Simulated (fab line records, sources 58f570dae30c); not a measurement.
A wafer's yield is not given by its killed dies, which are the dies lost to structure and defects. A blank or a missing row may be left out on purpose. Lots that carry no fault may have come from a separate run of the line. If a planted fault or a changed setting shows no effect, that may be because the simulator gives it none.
Which tool was responsible? ; flow berkeley_cmos170 ; 14 lots, 42 wafers sampled, at 4 steps of a route of 331

WHAT EACH GAUGE READ, for each wafer
The record lacks any reading of a measuring or inspecting step that a usual standard deviation could be used to judge.

WHICH TOOL RAN EACH LOT (tool, then ch and the chambers of the sampled wafers, then the start)
lot;UCB170_SPACER_ETCHBACK_03;UCB170_BACKSIDE_STRIP_03;UCB170_CONTACT_RTA_08;UCB170_M2_EXPOSE_12
L269;rie_diel-04 ch 2,3, day 6 17:14;plasma_asher-02 ch 0,1, day 6 23:03;rtp_anneal-02 ch 0, day 7 04:34;krf_scanner-02 ch 0, day 7 16:22
L271;rie_diel-01 ch 1,3, day 6 17:14;plasma_asher-03 ch 0,1, day 6 22:36;rtp_anneal-01 ch 0, day 7 03:32;krf_scanner-01 ch 0, day 7 16:08
L274;rie_diel-01 ch 0,1, day 7 07:32;plasma_asher-03 ch 0,1, day 7 13:26;rtp_anneal-02 ch 0, day 7 18:41;krf_scanner-02 ch 0, day 8 08:36
L272;rie_diel-03 ch 0,1, day 7 18:53;plasma_asher-01 ch 0,1, day 7 23:46;rtp_anneal-01 ch 0, day 8 03:52;krf_scanner-02 ch 0, day 8 19:05
L275;rie_diel-04 ch 0,1,3, day 7 18:53;plasma_asher-01 ch 0,1, day 8 00:17;rtp_anneal-02 ch 0, day 8 04:26;krf_scanner-01 ch 0, day 8 18:39
L276;rie_diel-01 ch 2,3, day 7 18:53;plasma_asher-02 ch 0,1, day 8 00:28;rtp_anneal-01 ch 0, day 8 05:38;krf_scanner-01 ch 0, day 8 19:20
L277;rie_diel-04 ch 0,1, day 8 07:24;plasma_asher-03 ch 0,1, day 8 10:57;rtp_anneal-02 ch 0, day 8 14:58;krf_scanner-01 ch 0, day 9 03:28
L279;rie_diel-01 ch 0,2,3, day 8 19:01;plasma_asher-01 ch 0,1, day 9 01:55;rtp_anneal-02 ch 0, day 9 08:35;krf_scanner-02 ch 0, day 9 19:41
L282;rie_diel-04 ch 0,2,3, day 9 13:33;plasma_asher-02 ch 0,1, day 9 19:01;rtp_anneal-01 ch 0, day 10 00:45;krf_scanner-02, day 10 15:06
L284;rie_diel-03 ch 0,1,3, day 9 14:54;plasma_asher-03 ch 0,1, day 9 19:28;rtp_anneal-02 ch 0, day 10 00:25;krf_scanner-01 ch 0, day 10 14:04
L289;rie_diel-04 ch 0,2,3, day 10 11:04;plasma_asher-03 ch 0,1, day 10 16:06;rtp_anneal-02 ch 0, day 10 21:44;krf_scanner-02, day 11 08:09
L291;rie_diel-01 ch 0,1,2, day 11 09:10;plasma_asher-01 ch 0,1, day 11 13:33;rtp_anneal-01 ch 0, day 11 19:13;krf_scanner-02 ch 0, day 12 10:07
L290;rie_diel-04 ch 1,2,3, day 11 09:12;plasma_asher-03 ch 0,1, day 11 13:16;rtp_anneal-01 ch 0, day 11 17:16;krf_scanner-01 ch 0, day 12 09:55
L292;rie_diel-03 ch 0,1,2, day 11 14:53;plasma_asher-03 ch 0,1, day 11 18:50;rtp_anneal-02 ch 0, day 11 23:30;krf_scanner-01 ch 0, day 12 10:21
- UCB170_SPACER_ETCHBACK_03: etches SiO2 in CHF3/CF4/Ar, stops on Si, target depth 376 nm, time 100 s.
- UCB170_BACKSIDE_STRIP_03: strips in O2.
- UCB170_CONTACT_RTA_08: time 10 s.
- UCB170_M2_EXPOSE_12: exposes mask METAL2, target cd 700 nm.

AS READ BY THE TOOLS THEMSELVES (means over the sampled wafers that have a number; for cases with no such wafer, the mark the record gives instead)
UCB170_SPACER_ETCHBACK_03.
lot;tool;drypump_motor_current_A (A);oes_product_au (a.u.);rf_fwd_power_W (W);throttle_valve_pct (%)
L269;rie_diel-04;6.0;0.905;496.8;6.60
L271;rie_diel-01;5.7;0.894;496.5;6.41
L274;rie_diel-01;5.9;0.919;496.7;6.46
L272;rie_diel-03;6.0;0.901;498.4;6.66
L275;rie_diel-04;5.8;0.916;496.0;6.50
L276;rie_diel-01;5.7;0.896;498.8;6.46
L277;rie_diel-04;5.7;0.897;497.0;6.39
L279;rie_diel-01;5.8;0.919;499.2;6.45
L282;rie_diel-04;5.9;0.903;498.9;6.50
L284;rie_diel-03;5.8;0.910;496.8;6.57
L289;rie_diel-04;5.9;0.915;497.1;6.50
L291;rie_diel-01;5.8;0.908;497.7;6.46
L290;rie_diel-04;6.0;0.906;497.4;6.53
L292;rie_diel-03;5.9;0.899;497.7;6.56

UCB170_BACKSIDE_STRIP_03.
lot;tool;drypump_motor_current_A (A);oes_product_au (a.u.);strip_time_to_endpoint_s (s)
L269;plasma_asher-02;5.82;0.731;21.93
L271;plasma_asher-03;6.08;0.735;21.98
L274;plasma_asher-03;6.09;0.739;22.01
L272;plasma_asher-01;5.58;0.734;21.91
L275;plasma_asher-01;5.51;0.737;22.00
L276;plasma_asher-02;5.83;0.736;22.06
L277;plasma_asher-03;6.10;0.738;21.97
L279;plasma_asher-01;5.53;0.736;21.98
L282;plasma_asher-02;5.80;0.732;22.08
L284;plasma_asher-03;6.06;0.739;22.05
L289;plasma_asher-03;6.08;0.736;21.99
L291;plasma_asher-01;5.52;0.733;21.89
L290;plasma_asher-03;6.07;0.729;21.99
L292;plasma_asher-03;6.08;0.737;21.98

UCB170_CONTACT_RTA_08.
lot;tool;lamp_power_pct (%);wafer_temp_C_max
L269;rtp_anneal-02;24.6;905.0
L271;rtp_anneal-01;26.2;904.6
L274;rtp_anneal-02;24.6;904.5
L272;rtp_anneal-01;26.2;905.4
L275;rtp_anneal-02;24.6;904.7
L276;rtp_anneal-01;26.2;905.3
L277;rtp_anneal-02;24.6;905.4
L279;rtp_anneal-02;24.6;905.2
L282;rtp_anneal-01;26.3;905.0
L284;rtp_anneal-02;24.6;904.9
L289;rtp_anneal-02;24.6;905.6
L291;rtp_anneal-01;26.2;904.5
L290;rtp_anneal-01;26.3;903.8
L292;rtp_anneal-02;24.6;904.4

UCB170_M2_EXPOSE_12.
lot;tool;exposure_dose_mJ_cm2;focus_offset_nm (nm);reticle_temp_C (C)
L269;krf_scanner-02;25.997;-0.3;22.92
L271;krf_scanner-01;25.984;0.2;23.13
L274;krf_scanner-02;25.992;0.2;22.91
L272;krf_scanner-02;25.968;1.1;23.02
L275;krf_scanner-01;25.957;-0.3;23.02
L276;krf_scanner-01;26.001;0.4;22.94
L277;krf_scanner-01;26.032;-0.2;23.01
L279;krf_scanner-02;25.985;0.5;23.12
L282;krf_scanner-02;-;-;-
L284;krf_scanner-01;26.024;-0.3;22.80
L289;krf_scanner-02;-;-;-
L291;krf_scanner-02;26.033;-0.1;22.99
L290;krf_scanner-01;25.990;0.4;22.93
L292;krf_scanner-01;25.995;0.6;23.02

THE ANSWER, worked out from the rows above alone
Rule: what is usual is taken from the lots themselves. The widest of any qualifying gaps counts: lots, ordered by their means at a reading, are off when they make up no more than a third of the lots, leave a main group of 4 or more, and stand apart from it by 3 or more times the standard deviation of that group's means. If all means in a main group match to the digits the tables above print for the reading, that group is not used. A lot without any number at a reading at which 4 lots or more have one is off too. Where the step has rows for the other lots, those lots are counted as sound. Order of review: gauges by route order, followed by the tools' own readings, for which a lot's mean as printed above is used. The first step at which some lot is off is used, and at that step the reading that is off furthest; a lot without a number counts as furthest.
Off: L282, L289 (UCB170_M2_EXPOSE_12, exposure_dose_mJ_cm2). Without a number there: L282, L289. Mean 25.997 and standard deviation 0.023 in the main group.
If a tool, at that step or one of the process steps before it, ran each lot that is off and ran no sound lot following the first of them, it fits. No candidate that was tried fits.

WHAT THE SIMULATOR HAD INSERTED
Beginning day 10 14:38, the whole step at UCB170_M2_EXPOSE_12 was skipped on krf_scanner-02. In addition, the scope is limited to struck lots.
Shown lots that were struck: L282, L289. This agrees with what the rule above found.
